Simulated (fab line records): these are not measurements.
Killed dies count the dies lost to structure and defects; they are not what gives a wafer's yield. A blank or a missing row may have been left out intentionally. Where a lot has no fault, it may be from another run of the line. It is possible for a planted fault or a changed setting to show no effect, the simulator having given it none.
2 desks, one fault | flow berkeley-cmos170 | each desk holds nothing but its own numbers, with what lay behind them at the end

## DESK OF THE TOOL OWNER: rie-diel-04
The tool's own readings at UCB170_CONTACT_ETCH_18 (etches PSG in CHF3/CF4/Ar, stops on TiSi2, target depth 840 nm, time 195 s): means of the sampled wafers that have a number, for each lot that ran on this tool. Any lot whose mean is over 4 standard deviations away from the usual mean is out of limits and marked OUT; that distance is given in the brackets.
Columns: A = drypump-motor-current-A at UCB170_CONTACT_ETCH_18, usual 5.8 A; B = oes-product-au at UCB170_CONTACT_ETCH_18, usual 0.883 a.u.; C = run-length-s at UCB170_CONTACT_ETCH_18, usual 223.2 s; D = throttle-valve-pct at UCB170_CONTACT_ETCH_18, usual 6.94 %
lot  | first seen here | A   | B               | C                       | D
L225 | day 8 22:00     | 5.7 | 0.875           | 223.3                   | 6.96
L226 | day 9 06:00     | 5.7 | 0.889           | 223.1                   | 7.00
L239 | day 11 00:00    | 5.7 | 0.871           | 223.2                   | 6.95
L236 | day 11 01:00    | 5.5 | 0.879           | 223.4                   | 6.86
L241 | day 12 01:00    | 5.9 | 0.653 (-21) OUT | 379.3 (+99 or more) OUT | 6.93
L240 | day 12 02:00    | 5.7 | 0.661 (-20) OUT | 379.1 (+99 or more) OUT | 7.00
Finding of this desk: L240, L241 out of limits; the first was L241 at day 12 01:00, on oes-product-au at UCB170_CONTACT_ETCH_18. L225, L226, L239, L236: within limits.

## THE METROLOGY DESK
Means of the sampled wafers that have a number, per lot and without regard to the tool the lot ran on: this is what the gauges read. Any lot whose mean is over 4 standard deviations away from the usual mean is out of limits and marked OUT; that distance is given in the brackets.
Columns: A = NSD_OVL at UCB170_NSD_OVL_MEAS_07, usual 2 nm; B = PSD_RS at UCB170_SDANNEAL_RS_MEAS_02, usual 75.7 ohm/sq; C = cd-nm at UCB170_CONTACT_CD_MEAS_90, usual 699.2 nm
lot  | first seen here | A  | B    | C
L225 | day 8 11:44     | -2 | 75.5 | 695.6
L226 | day 8 22:40     | 7  | 75.5 | 698.9
L227 | day 8 22:45     | 3  | 75.5 | 699.7
L228 | day 8 23:51     | 5  | 75.3 | 698.8
L230 | day 9 09:49     | 8  | 75.8 | 699.7
L234 | day 10 02:04    | -1 | 75.3 | 698.5
L235 | day 10 15:53    | -2 | 75.9 | 700.2
L237 | day 10 16:10    | 1  | 76.1 | 696.2
L239 | day 10 16:26    | 5  | 75.5 | 698.3
L236 | day 10 16:29    | 0  | 75.4 | 701.0
L238 | day 10 16:46    | 0  | 74.9 | 700.2
L241 | day 11 18:28    | 4  | 76.0 | 703.6
L240 | day 11 19:02    | 6  | 75.5 | 707.0 (+4.9) OUT
L244 | day 12 06:47    | 5  | 75.4 | 700.6
Finding of this desk: L240 out of limits; the first was L240 at day 12 03:01, on cd-nm at UCB170_CONTACT_CD_MEAS_90. L225, L226, L227, L228, L230, L234, L235, L237, L239, L236, L238, L241, L244: within limits.

## BROUGHT TOGETHER
An alarm could have come from the tool owner's desk at day 12 01:00, on L240, L241.
The metrology desk could have raised an alarm at day 12 03:01, on L240.
The metrology desk holds a record of L241, inside its limits.
Every lot named ran UCB170_CONTACT_ETCH_18 on rie-diel-04.

## WHAT THE SIMULATOR HAD PUT IN
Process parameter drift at UCB170_CONTACT_ETCH_18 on rie-diel-04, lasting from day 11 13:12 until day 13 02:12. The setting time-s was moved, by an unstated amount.
Shown lots that were struck: L240, L241.
Time in hours from fault onset to the first out-of-limits reading at each desk: tool owner's desk 12, metrology desk 14.
